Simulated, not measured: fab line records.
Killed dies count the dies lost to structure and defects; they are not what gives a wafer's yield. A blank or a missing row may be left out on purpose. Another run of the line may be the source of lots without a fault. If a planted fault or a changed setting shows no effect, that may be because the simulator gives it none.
Split-lot study	flow berkeley cmos170	5 lots, 23 wafers read, on a route of 331 steps

THE SPLIT ITSELF
At UCB170_NVT_COAT_01 (resist thk 900 nm), the setting resist thk nm was moved away from the recipe's 900 nm on 10 of the 23 wafers read, by -4.4% to +4.1%. The other wafers ran this setting at the recipe's value.

The reading comes from the split's own step.

THE READING
KrF_of_NVT_COAT_01.thk nm (the simulator's own value, which no gauge read), in nm, at UCB170_NVT_COAT_01 (resist thk 900 nm). The file does not state a usual value for it. Here, 13 wafers ran the recipe; their average is 900.7 nm with a standard deviation of 2 nm.

wafer	tool, chamber at the split	resist thk nm as run, nm	against the recipe	KrF_of_NVT_COAT_01.thk nm, nm	against lot-mates on the recipe
L074.1	litho track-02, 0	916.7	+1.9%	919.6	+17.7
L074.2	litho track-02, 0	900	recipe	899.7	-
L074.3	litho track-02, 0	916.7	+1.9%	916.7	+14.8
L074.4	litho track-02, 0	900	recipe	904.1	-
L074.5	litho track-02, 0	916.7	+1.9%	918.5	+16.6
L076.1	litho track-01, 0	860.2	-4.4%	859.7	-41.0
L076.2	litho track-01, 0	900	recipe	899.2	-
L076.4	litho track-01, 0	860.2	-4.4%	862.8	-38.0
L076.5	litho track-01, 0	860.2	-4.4%	862.3	-38.5
L076.6	litho track-01, 0	900	recipe	902.3	-
L078.1	litho track-04, 0	936.7	+4.1%	933.6	+35.6
L078.3	litho track-04, 0	900	recipe	899	-
L078.4	litho track-04, 0	900	recipe	897.7	-
L078.5	litho track-04, 0	936.7	+4.1%	934.5	+36.5
L078.6	litho track-04, 0	900	recipe	897.3	-
L077.2	litho track-01, 0	872.8	-3.0%	873	-28.1
L077.3	litho track-01, 0	900	recipe	902.4	-
L077.4	litho track-01, 0	872.8	-3.0%	873.5	-27.6
L077.5	litho track-01, 0	900	recipe	900.4	-
L077.6	litho track-01, 0	900	recipe	900.5	-
L084.1	litho track-04, 0	900	recipe	901.8	-
L084.4	litho track-04, 0	900	recipe	903.6	-
L084.5	litho track-04, 0	900	recipe	900.6	-

FIT RESULTS
A straight line over all 23 wafers: KrF_of_NVT_COAT_01.thk nm changes by +8.74 nm for each +1% of resist thk nm; r = +1.00; the points scatter about the line by 2 nm.
The same after taking each lot's own level away (the mean of its wafers on the recipe; 23 wafers): +8.9 nm for each +1%; r = +1.00; scatter 1.3 nm.
On that fit, the largest move of resist thk nm shifts the reading by 39 nm.
Measured against the standard deviation above, the lots' own levels, which go from 898.00 to 902.00 nm, span 2.0 times it.
So the lot-to-lot level changes the slope little: the two slopes agree.
Check: -39.1 nm against its lot-mates is what the line predicts for one of the wafers moved furthest among these (-4.4%) when that wafer is left out of the fit. Against them it came out at -41 nm.

THESE WAFERS: OTHER SPLITS
Other splits were also applied to these wafers ahead of the reading. Each is held against what the fit with the lots' levels taken away leaves over:
other split on the same wafers	wafers away from the commonest value	r with KrF_of_NVT_COAT_01.thk nm (lot level and that fit taken away)
UCB170_NWELL_OXIDATION_01 ox time s	15	-0.02
UCB170_NWELL_CVD_04 temp c	18	-0.11
UCB170_PWELL_OXIDATION_02 ox time s	18	+0.00
UCB170_PWELL_COAT_08 resist thk nm	7	-0.23
UCB170_PFIELD_IMPLANT_07 dose cm2	11	-0.14

THE WHOLE CHAIN: every reading that the file lists as answering this split, in the file's order
step	what it does	reading	change (the file's fit)	r (the file's)
UCB170_NVT_COAT_01	resist thk 900 nm	KrF_of_NVT_COAT_01.thk nm (the simulator's own value, which no gauge read)	+8.92 nm for each +1% of the setting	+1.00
UCB170_NVT_STRIP_08	strips in O2	strip time to endpoint s	withheld for each +1% of the setting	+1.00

THE FILE'S OWN FIT
KrF_of_NVT_COAT_01.thk nm changes by +8.92 nm for each +1% of resist thk nm, r = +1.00.
